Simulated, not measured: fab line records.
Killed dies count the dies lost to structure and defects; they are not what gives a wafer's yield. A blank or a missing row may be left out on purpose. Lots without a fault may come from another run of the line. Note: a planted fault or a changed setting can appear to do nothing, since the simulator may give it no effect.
fab line records | flow rit_cmos
[record] lots = 13 wafers = 39 last_day = 7
route steps=202 shown ACTIVE@14 PWELL@48 SPACER@128 CONTACT@176 M1@202
lots that met no fault: from a run of the same line without faults
start_h: the number of hours between the record's first day and the start of the first shown wafer of the lot | wait_h: hours from the lot's prior step to this one | " same as the row above | L1.1+2: several wafers, shown together as one row | - no value, or no start was given | * or withheld: withheld | < > ~ a bound
route shown NAME@n: names a module that has steps shown in the file, with the first one's number in the route | usual: mean and standard deviation over wafers with no fault | same: alike in all rows | chamber/n: place in a boat | sites: the reading at each site | _std_site: the standard deviation of these | _edge_site: mean of outer sites minus mean of inner sites | radius_mm: for every site, how far away it sits from the centre of the wafer | mask NAME#n: copy n | behind: the most recent tool/chamber to have shaped the wafer | hold: what put the lot on hold/how long, in hours/how the hold closed | device: names the non-switching transistor (n, p or np) | end of line: tests run on the same wafers once the route is complete | where a step has no rows: the recipe by itself | killed: count of dies lost to structure and defects at first sort (not the wafer's yield) | map: per-die view of a wafer (x killed, . not killed, _ where there is no die)
set.NAME: the setting that was run; set.NAME@STEP: the one run at that earlier step | model.NAME: the simulator's own value behind a step, which no gauge read
one table for each step of the route and one row for each wafer, over a sample of lots
services: a tool's chamber out of use, with start hour (start_h, from the record's first day; less than 0 if before it), hours out, and reason
[[steps]]
[step RIT_ACTIVE_ETCH_13]
[recipe] stop_on = SiO2 chemistry = SF6 target = Si3N4 time_s = 210 over_etch_frac = 0.4 SF6_flow_sccm = 200 pressure_mtorr = 260 rf_w = 125 target_depth_a = 2100
[usual] drypump_motor_current_A = 5.7/0.56 oes_product_au = 0.825/0.011 throttle_valve_pct = 7.53/0.12
// columns lot.wafer tool chamber start_h wait_h drypump_motor_current_A oes_product_au rf_hours_counter_h throttle_valve_pct
L107.1 rie_diel-02 2 14.83 0.1 6.5 0.818 8 7.55
L107.4 " 0 " " 5.6 0.822 25 7.61
L107.6 " 2 " " 6.5 0.829 - 7.55
L108.2 rie_diel-02 3 20.99 0.1 6.4 0.826 55 7.24
L108.3 " 2 " " 6.6 0.829 8 7.54
L108.6 " 1 " " 5.0 0.824 - 7.55
L109.2 rie_diel-02 2 24.83 0.1 6.6 0.822 8 7.55
L109.3 " 1 " " 5.0 0.811 102 7.55
L109.4 " 3 " " 6.4 0.820 55 7.24
L110.3 rie_diel-01 0 29.83 0.1 5.2 0.834 78 7.39
L110.4 " 3 " " 5.8 0.845 5 7.56
L110.6 " 2 " " 5.8 0.816 - 7.67
L111.1 rie_diel-01 2 37.54 0.1 5.8 0.824 105 7.65
L111.4 " 3 " " 5.8 0.845 5 7.56
L111.5 " 3 " " 5.8 0.851 - 7.56
L112.3 rie_diel-03 3 39.98 0.1 5.0 0.820 23 7.68
L112.5 " 2 " " 6.3 0.838 - 7.43
L112.6 " 3 " " 5.0 0.817 - 7.65
L113.1 rie_diel-01 1 47.30 0.1 5.2 0.826 99 7.53
L113.3 " 0 " " 5.1 0.836 78 7.40
L113.4 " 0 " " 5.2 0.841 - 7.39
L114.1 rie_diel-02 1 50.42 0.1 5.0 0.810 103 7.55
L114.2 " 0 " " 5.6 0.822 26 7.62
L114.3 " 3 " " 6.4 0.812 55 7.24
L116.1 rie_diel-01 0 59.77 0.1 5.2 0.832 79 7.38
L116.4 " 1 " " 5.2 0.812 100 7.54
L116.5 " 1 " " 5.1 0.813 - 7.52
L117.1 rie_diel-01 2 64.84 0.1 5.7 0.819 106 7.66
L117.3 " 0 " " 5.1 0.833 79 7.37
L117.6 " 2 " " 5.8 0.823 - 7.66
L126.2 rie_diel-01 1 110.01 0.1 5.2 0.820 100 7.53
L126.3 " 3 " " 5.8 0.850 7 7.54
L126.6 " 0 " " 5.2 0.829 - 7.39
L129.1 rie_diel-03 2 125.58 0.1 6.3 0.832 54 7.43
L129.2 " 1 " " 6.4 0.808 35 7.49
L129.6 " 3 " " 5.0 0.831 - 7.66
L130.4 rie_diel-03 2 130.90 0.1 6.3 0.834 55 7.42
L130.5 " 1 " " 6.5 0.806 - 7.49
L130.6 " 0 " " 5.3 0.840 - 7.62
[step RIT_PWELL_STRIP_09]
[recipe] chemistry = O2 time_s = 180 resist = NOVOLAK platen_temp_c = withheld power_w = 500 pressure_mtorr = 4000 o2_flow_sccm = 4000
[usual] drypump_motor_current_A = 5.68/0.22
// columns lot.wafer tool chamber start_h wait_h drypump_motor_current_A rf_hours_counter_h
L107.1 plasma_asher-02 1 25.31 0.1 5.64 25
L107.4 " 0 " " 5.64 -
L107.6 " 0 " " 5.59 -
L108.2 plasma_asher-02 0 29.04 0.1 5.59 26
L108.3 " 1 " " 5.64 -
L108.6 " 0 " " 5.63 -
L109.2 plasma_asher-02 1 33.11 0.1 5.64 26
L109.3 " 1 " " 5.66 -
L109.4 " 0 " " 5.61 -
L110.3 plasma_asher-02 1 38.47 0.1 5.66 -
L110.4 " 0 " " 5.63 -
L110.6 " 0 " " 5.64 -
L111.1 plasma_asher-04 0 46.28 0.1 6.07 41
L111.4 " 1 " " 5.30 -
L111.5 " 1 " " 5.30 -
L112.3 plasma_asher-04 1 49.59 0.1 5.31 -
L112.5 " 1 " " 5.30 -
L112.6 " 0 " " 6.09 -
L113.1 plasma_asher-04 1 55.45 0.1 5.33 42
L113.3 " 1 " " 5.32 -
L113.4 " 0 " " 6.08 -
L114.1 plasma_asher-02 0 59.05 0.1 5.64 29
L114.2 " 1 " " 5.64 29
L114.3 " 1 " " 5.62 -
L116.1 plasma_asher-01 0 68.99 0.1 5.66 43
L116.4 " 0 " " 5.62 -
L116.5 " 1 " " 5.73 -
L117.1 plasma_asher-02 0 72.38 0.1 5.61 30
L117.3 " 1 " " 5.64 -
L117.6 " 0 " " 5.65 -
L126.2 plasma_asher-02 0 120.04 0.2 5.65 33
L126.3 " 0 " " 5.63 -
L126.6 " 1 " " 5.64 -
L129.1 plasma_asher-01 0 133.90 0.1 5.67 51
L129.2 " 1 " " 5.75 51
L129.6 " 0 " " 5.61 -
L130.4 plasma_asher-02 0 140.56 0.1 5.63 -
L130.5 " 1 " " 5.65 -
L130.6 " 0 " " 5.63 -
[step RIT_SPACER_CVD_03]
[recipe] material = Si3N4 target_thk_nm = 250 temp_c = 810 precursor = SiH2Cl2/NH3 time_s = 3300 pressure_mtorr = 300 sih2cl2_flow_sccm = 60 nh3_flow_sccm = 150
[usual] pressure_mtorr = 300.0/0.58 spike_tc_load_C = 835.0/2.6 zone_power_centre_pct = 39.0/0.88
// columns lot.wafer tool chamber start_h wait_h pressure_mtorr spike_tc_load_C zone_power_centre_pct
L107.1 lpcvd-02 0 46.32 0.0 300.3 830.9 39.2
L107.4 " 0 " " 299.5 832.9 38.1
L107.6 " 0 " " 300.6 833.1 38.5
L108.2 lpcvd-01 1 52.93 0.0 299.3 834.7 39.8
L108.3 " 1 " " 300.5 834.3 40.4
L108.6 " 1 " " 299.2 834.7 40.7
L109.2 lpcvd-01 0 55.56 0.0 300.7 834.3 39.0
L109.3 " 0 " " 300.0 833.4 38.6
L109.4 " 0 " " 300.4 833.7 39.8
L110.3 lpcvd-01 0 62.81 0.0 299.7 833.3 38.9
L110.4 " 0 " " 299.2 834.5 39.3
L110.6 " 0 " " 301.0 835.1 38.9
L111.1 lpcvd-01 1 68.81 0.0 301.1 835.6 40.1
L111.4 " 1 " " 300.5 835.0 40.4
L111.5 " 1 " " 300.1 836.2 40.2
L112.3 lpcvd-02 0 74.15 0.0 299.0 833.9 39.1
L112.5 " 0 " " 300.2 831.9 38.5
L112.6 " 0 " " 299.2 831.0 38.4
L113.1 lpcvd-01 1 79.54 0.0 300.0 835.1 39.8
L113.3 " 1 " " 300.5 835.2 40.0
L113.4 " 1 " " 300.0 835.7 39.8
L114.1 lpcvd-02 1 82.90 0.0 300.3 839.7 37.7
L114.2 " 1 " " 300.1 838.7 37.1
L114.3 " 1 " " 301.4 840.6 37.2
L116.1 lpcvd-02 0 98.13 0.0 300.0 834.2 39.0
L116.4 " 0 " " 300.2 833.0 38.7
L116.5 " 0 " " 300.6 831.9 38.8
L117.1 lpcvd-01 1 101.64 0.0 240.2 834.1 39.7
L117.3 " 1 " " 239.8 835.3 39.7
L117.6 " 1 " " 240.8 836.1 40.2
L126.2 lpcvd-02 1 144.83 0.0 299.7 838.1 37.9
L126.3 " 1 " " 300.3 838.2 38.5
L126.6 " 1 " " 299.6 842.2 38.0
L129.1 lpcvd-02 0 158.67 0.0 300.0 834.3 38.6
L129.2 " 0 " " 299.7 830.8 38.2
L129.6 " 0 " " 300.3 832.7 38.7
L130.4 lpcvd-02 0 161.14 0.0 299.6 832.1 39.1
L130.5 " 0 " " 299.0 834.7 38.7
L130.6 " 0 " " 299.7 831.2 38.0
[step RIT_SPACER_THK_MEAS_04]
[recipe] reads = Si3N4_of_SPACER_CVD_03
[usual] SPACER_NITRIDE_THK = 250.8/2.2
// columns lot.wafer tool chamber start_h wait_h SPACER_NITRIDE_THK[nm]
L107.1 film_metro-02 - 48.23 0.0 247.3
L107.4 " - " " 250.3
L107.6 " - " " 249.1
L108.2 film_metro-01 - 54.86 0.0 247.6
L108.3 " - " " 248.8
L108.6 " - " " 248.8
L109.2 film_metro-01 - 57.48 0.0 253.4
L109.3 " - " " 250.8
L109.4 " - " " 251.6
L110.3 film_metro-03 - 64.75 0.0 250.2
L110.4 " - " " 248.3
L110.6 " - " " 249.1
L111.1 film_metro-02 - 70.72 0.0 254.1
L111.4 " - " " 253.0
L111.5 " - " " 251.5
L112.3 film_metro-03 - 76.08 0.0 247.9
L112.5 " - " " 247.7
L112.6 " - " " 247.4
L113.1 film_metro-03 - 81.45 0.0 251.2
L113.3 " - " " 251.1
L113.4 " - " " 252.1
L114.1 film_metro-02 - 84.81 0.0 253.9
L114.2 " - " " 254.8
L114.3 " - " " 252.5
L116.1 film_metro-01 - 100.05 0.0 254.2
L116.4 " - " " 254.8
L116.5 " - " " 252.5
L117.1 film_metro-02 - 103.55 0.0 233.9
L117.3 " - " " 238.1
L117.6 " - " " 235.2
L126.2 film_metro-03 - 146.76 0.0 248.5
L126.3 " - " " 250.1
L126.6 " - " " 248.7
L129.1 film_metro-01 - 160.59 0.0 253.0
L129.2 " - " " 251.6
L129.6 " - " " 250.4
L130.4 film_metro-01 - 163.09 0.0 251.0
L130.5 " - " " 251.9
L130.6 " - " " 251.5
[step RIT_CONTACT_CD_MEAS_08]
[recipe] target_cd_nm = 1000
[usual] cd_nm = 1000.7/2.8
// columns lot.wafer tool chamber start_h wait_h cd_nm
L107.1 cd_sem-02 - 54.00 - 1000.1
L107.4 " - " " 1002.5
L107.6 " - " " 999.8
L108.2 cd_sem-01 - 60.73 - 995.1
L108.3 " - " " 994.5
L108.6 " - " " 997.3
L109.2 cd_sem-02 - 63.30 - 1004.0
L109.3 " - " " 1002.2
L109.4 " - " " 1002.8
L110.3 cd_sem-01 - 71.03 - 996.2
L110.4 " - " " 996.3
L110.6 " - " " 996.3
L111.1 cd_sem-01 - 76.45 - 1005.7
L111.4 " - " " 1007.3
L111.5 " - " " 1005.9
L112.3 cd_sem-01 - 81.93 - 999.2
L112.5 " - " " 999.0
L112.6 " - " " 1000.6
L113.1 cd_sem-02 - 87.36 - 1000.1
L113.3 " - " " 1000.7
L113.4 " - " " 1002.8
L114.1 cd_sem-02 - 90.61 - 996.5
L114.2 " - " " 998.7
L114.3 " - " " 998.1
L116.1 cd_sem-01 - 105.75 - 1004.5
L116.4 " - " " 1003.9
L116.5 " - " " 1006.9
L117.1 cd_sem-02 - 109.31 - 1000.3
L117.3 " - " " 999.4
L117.6 " - " " 1002.0
L126.2 cd_sem-01 - 152.74 - 997.9
L126.3 " - " " 997.6
L126.6 " - " " 997.1
L129.1 cd_sem-01 - 166.28 - 1001.2
L129.2 " - " " 1002.7
L129.6 " - " " 999.5
L130.4 cd_sem-02 - 168.92 - 1005.7
L130.5 " - " " 1005.5
L130.6 " - " " 1002.5
[step RIT_M1_PROBE_99]
[usual] killed_at_M0_to_M3 = 0.0/0.25 killed_at_contacts = 0.0/0.18 killed_at_front_end = 7/3.4 killed_dies = 7/3.4 killed_on_rim = 1.8/1.3 killed_open = 3.7/2.2 killed_short = 3.6/2.2
[same] gross_dies = 264 killed_at_M4_up = 0 killed_at_back_side = 0 killed_at_other = 0
// columns lot.wafer tool chamber start_h wait_h killed_at_M0_to_M3 killed_at_contacts killed_at_front_end killed_dies killed_on_rim killed_open killed_short
L117.1 prober-02 - 114.48 0.1 0 0 8 8 2 7 1
L117.3 prober-02 - 114.58 0.2 0 0 8 8 4 4 4
L117.6 prober-02 - 114.73 0.2 0 0 10 10 3 6 4
L129.1 prober-02 - 171.56 0.1 0 0 7 7 0 2 5
L129.2 prober-02 - 171.61 0.1 0 0 11 11 2 6 5
L129.6 prober-02 - 171.81 0.2 0 0 4 4 0 2 2
// killed by level:class
L117.1 SILICIDE:geometric_particle:open=3 ACTIVE:geometric_particle:open=1 FOX1:geometric_particle:open=1 GATE:geometric_particle:open=1 SPACER:geometric_particle:open=1 SPACER:geometric_particle:short=1
L117.3 SPACER:geometric_particle:open=3 FOX1:geometric_particle:short=2 REOX:geometric_particle:short=2 GATE:geometric_particle:open=1
L117.6 GATE:geometric_particle:open=3 GATE:geometric_particle:short=2 SPACER:geometric_particle:open=2 FOX1:geometric_particle:short=1 REOX:geometric_particle:open=1 SPACER:geometric_particle:short=1
L129.1 GATE:geometric_particle:short=3 FOX1:geometric_particle:short=1 REOX:geometric_particle:open=1 SPACER:geometric_particle:open=1 SPACER:geometric_particle:short=1
L129.2 FOX1:geometric_particle:short=2 GATE:geometric_particle:open=2 GATE:geometric_particle:short=2 SPACER:geometric_particle:open=2 FOX1:geometric_particle:open=1 FOX2:geometric_particle:open=1 SPACER:geometric_particle:short=1
L129.6 GATE:geometric_particle:short=2 REOX:geometric_particle:open=1 SILICIDE:geometric_particle:open=1
[[services]]
// columns tool chamber start_h hours kind
rie_diel-01 3 46.11 3.0 repair
rie_diel-02 1 51.43 7.6 repair
rie_diel-02 2 64.91 4.1 repair
rie_diel-03 1 82.20 9.4 repair
plasma_asher-02 - 104.47 14.6 pm
plasma_asher-04 - 108.84 9.0 pm
plasma_asher-04 0 108.84 9.0 vent_cycle
plasma_asher-04 1 108.84 9.0 vent_cycle
rie_diel-02 3 111.64 8.7 repair
plasma_asher-04 0 117.84 - clean
plasma_asher-04 1 117.84 - clean
rie_diel-03 3 136.89 2.7 repair
[[key]]
[first_sign] step = RIT_SPACER_CVD_03 reading = pressure_mtorr direction = down sigmas = 99+ usual = 300.0 struck = 240.3
[effect] step = RIT_SPACER_THK_MEAS_04 reading = SPACER_NITRIDE_THK direction = down sigmas = 6.7 usual = 250.8 struck = 235.8
met_at RIT_SPACER_CVD_03
struck_lots L117
struck_wafers L117.1,L117.3,L117.6
tester_left_out L117
not_acting_at RIT_ACTIVE_ETCH_13,RIT_PWELL_STRIP_09,RIT_CONTACT_CD_MEAS_08
onset_between 79.54 101.64
[fault] kind = process_parameter_drift tool = lpcvd-01 chamber = 1 onset_h = 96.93 steps = RIT_SPACER_CVD_03 channel = pressure_mtorr offset = -60 shape = step end_h = 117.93 acts_in = these_recipes_only stated = 300
// tester_left_out: of these lots the tester's yield and bins aren't shown, on N5 and GAA mostly nor the transistor test; their killed dies are dies lost to structure and defects alone, not to doping, threshold or leakage, so they don't give the yield
